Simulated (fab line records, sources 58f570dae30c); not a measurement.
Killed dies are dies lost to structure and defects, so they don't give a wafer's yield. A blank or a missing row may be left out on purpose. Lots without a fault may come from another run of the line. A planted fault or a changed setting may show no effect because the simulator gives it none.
Which tool did it? | flow berkeley_cmos170 | 15 lots, 45 wafers sampled, at 4 steps of a route of 331

WHAT THE GAUGES READ, wafer by wafer
UCB170_NSD_OVL_MEAS_07.
lot  | measured     | on         | NSD_OVL (nm)
L232 | day 6 16:37  | overlay-02 | 2 -1 3
L233 | day 7 19:51  | overlay-01 | -2 3 -7
L235 | day 7 20:03  | overlay-01 | -5 -2 6
L238 | day 8 13:38  | overlay-01 | 5 -3 -1
L237 | day 8 14:00  | overlay-01 | 4 1 -1
L242 | day 9 07:40  | overlay-01 | -4 -5 -7
L240 | day 9 08:01  | overlay-02 | -1 -1 9
L241 | day 9 08:16  | overlay-01 | 13 21 5
L247 | day 10 06:45 | overlay-01 | -7 2 -15
L248 | day 10 07:47 | overlay-01 | 0 -1 0
L246 | day 10 08:08 | overlay-02 | 5 5 4
L252 | day 11 03:02 | overlay-01 | -2 -2 -2
L251 | day 11 03:05 | overlay-01 | -2 9 4
L253 | day 11 03:26 | overlay-01 | -5 -3 -8
L249 | day 11 03:44 | overlay-01 | -6 -17 -11

UCB170_M1_CD_MEAS_09: target cd 700 nm.
lot  | measured     | on        | cd_nm (nm)
L232 | day 7 01:37  | cd_sem-02 | 702.1 701.9 702.0
L233 | day 8 04:10  | cd_sem-01 | 698.0 697.7 698.7
L242 | day 9 19:35  | cd_sem-02 | 702.2 701.1 701.2
L240 | day 9 19:50  | cd_sem-02 | 698.9 698.2 698.9
L241 | day 9 20:17  | cd_sem-02 | 701.4 701.3 701.0
L247 | day 10 19:30 | cd_sem-01 | 699.4 699.5 700.3
L248 | day 10 19:43 | cd_sem-02 | 697.8 697.3 698.4
L246 | day 10 21:23 | cd_sem-01 | 699.0 699.0 698.9
L252 | day 11 11:24 | cd_sem-01 | 699.6 700.1 700.5
L251 | day 11 11:11 | cd_sem-02 | 698.4 698.5 699.5
L253 | day 11 13:52 | cd_sem-02 | 698.8 699.1 698.3
L249 | day 11 13:11 | cd_sem-01 | 696.7 698.3 697.4

WHICH TOOL RAN EACH LOT (tool, then ch and the chambers of the sampled wafers, then the start)
lot  | UCB170_CONTACT_STRIP_06              | UCB170_CONTACT_STRIP_19
L232 | plasma_asher-03 ch 0,1, day 6 21:40  | plasma_asher-03 ch 0,1, day 6 23:33
L233 | plasma_asher-03 ch 0,1, day 8 00:32  | plasma_asher-04 ch 0,1, day 8 02:39
L235 | plasma_asher-01 ch 0,1, day 8 01:14  | plasma_asher-03 ch 0,1, day 8 03:26
L238 | plasma_asher-04 ch 0, day 8 19:11    | plasma_asher-03 ch 1, day 8 22:01
L237 | plasma_asher-03 ch 0,1, day 8 19:56  | plasma_asher-01 ch 0,1, day 8 22:28
L242 | plasma_asher-03 ch 0,1, day 9 14:05  | plasma_asher-01 ch 0,1, day 9 16:54
L240 | plasma_asher-01 ch 0,1, day 9 14:14  | plasma_asher-01 ch 0,1, day 9 16:58
L241 | plasma_asher-03 ch 0,1, day 9 14:19  | plasma_asher-01 ch 0,1, day 9 17:37
L247 | plasma_asher-01 ch 0,1, day 10 12:48 | plasma_asher-01 ch 0,1, day 10 15:16
L248 | plasma_asher-03 ch 0,1, day 10 14:56 | plasma_asher-01 ch 0,1, day 10 16:49
L246 | plasma_asher-01 ch 0,1, day 10 16:20 | plasma_asher-01 ch 0,1, day 10 19:53
L252 | plasma_asher-03 ch 0, day 11 07:55   | plasma_asher-03 ch 0,1, day 11 09:41
L251 | plasma_asher-01 ch 0,1, day 11 07:52 | plasma_asher-04 ch 0,1, day 11 09:31
L253 | plasma_asher-04 ch 0,1, day 11 09:46 | plasma_asher-04 ch 0, day 11 11:34
L249 | plasma_asher-01 ch 0,1, day 11 09:48 | plasma_asher-03 ch 0,1, day 11 11:20
- UCB170_CONTACT_STRIP_06: strips in O2.
- UCB170_CONTACT_STRIP_19: strips in O2.

WHAT THE TOOLS THEMSELVES READ (means of the sampled wafers that have a number; where no wafer has one, the mark that the record gives instead)
UCB170_CONTACT_STRIP_06.
lot  | tool            | chamber_pressure_mTorr (mTorr) | drypump_motor_current_A (A) | oes_product_au (a.u.) | strip_time_to_endpoint_s (s)
L232 | plasma_asher-03 | 3499                           | 5.3                         | 0.730                 | 22.04
L233 | plasma_asher-03 | 3501                           | 5.3                         | 0.740                 | 21.92
L235 | plasma_asher-01 | 3499                           | 5.9                         | 0.738                 | 21.89
L238 | plasma_asher-04 | 3502                           | 5.4                         | 0.737                 | 21.99
L237 | plasma_asher-03 | 3499                           | 5.3                         | 0.737                 | 21.99
L242 | plasma_asher-03 | 3499                           | 5.3                         | 0.732                 | 21.99
L240 | plasma_asher-01 | 3500                           | 5.9                         | 0.730                 | 21.96
L241 | plasma_asher-03 | 3498                           | 5.3                         | 0.736                 | 21.90
L247 | plasma_asher-01 | 3497                           | 6.3                         | 0.731                 | 22.05
L248 | plasma_asher-03 | 3502                           | 5.3                         | 0.734                 | 21.93
L246 | plasma_asher-01 | 3501                           | 5.9                         | 0.737                 | 22.06
L252 | plasma_asher-03 | 3501                           | 5.2                         | 0.736                 | 22.06
L251 | plasma_asher-01 | 3501                           | 5.9                         | 0.734                 | 22.06
L253 | plasma_asher-04 | 3500                           | 6.1                         | 0.738                 | 21.96
L249 | plasma_asher-01 | 3499                           | 5.9                         | 0.733                 | 21.87

UCB170_CONTACT_STRIP_19.
lot  | tool            | chamber_pressure_mTorr (mTorr) | drypump_motor_current_A (A) | oes_product_au (a.u.)
L232 | plasma_asher-03 | 3500                           | 5.3                         | 0.726
L233 | plasma_asher-04 | 3503                           | 5.8                         | 0.729
L235 | plasma_asher-03 | -                              | -                           | -
L238 | plasma_asher-03 | -                              | -                           | -
L237 | plasma_asher-01 | -                              | -                           | -
L242 | plasma_asher-01 | 3497                           | 5.9                         | 0.723
L240 | plasma_asher-01 | 3498                           | 6.3                         | 0.725
L241 | plasma_asher-01 | 3503                           | 5.9                         | 0.727
L247 | plasma_asher-01 | 3501                           | 5.9                         | 0.722
L248 | plasma_asher-01 | 3500                           | 6.3                         | 0.726
L246 | plasma_asher-01 | 3501                           | 5.9                         | 0.728
L252 | plasma_asher-03 | 3503                           | 5.3                         | 0.729
L251 | plasma_asher-04 | 3500                           | 6.2                         | 0.726
L253 | plasma_asher-04 | 3496                           | 5.4                         | 0.723
L249 | plasma_asher-03 | 3501                           | 5.4                         | 0.730

THE ANSWER, worked out from the rows above alone
Rule: what is usual is taken from the lots themselves. Put in order of their means at a reading, lots are off if they are a third of the lots or fewer, leave a main group of 4 or more, and stand apart from it by a gap of 3 or more times the standard deviation of the main group's means; of several such gaps the widest counts. A main group whose means are all the same, to the digits that the tables above print for the reading, isn't used. A lot without any number at a reading at which 4 lots or more have one is off too. The other lots that the step has rows for count as sound. The gauges are gone through in route order, then the tools' own readings, and for those a lot's mean is taken as printed above. The first step at which some lot is off is used, and at that step the reading that is off furthest; a lot without a number counts as furthest.
Off: L235, L238, L237, at UCB170_CONTACT_STRIP_19 (chamber_pressure_mTorr). Without a number there: L235, L238, L237. The main group: mean 3500 mTorr, standard deviation 2.2.
A tool fits if, at that step or a process step before it, it ran every lot that is off, and no sound lot after the first of them. None of those tried fits.

WHAT THE SIMULATOR HAD PUT IN
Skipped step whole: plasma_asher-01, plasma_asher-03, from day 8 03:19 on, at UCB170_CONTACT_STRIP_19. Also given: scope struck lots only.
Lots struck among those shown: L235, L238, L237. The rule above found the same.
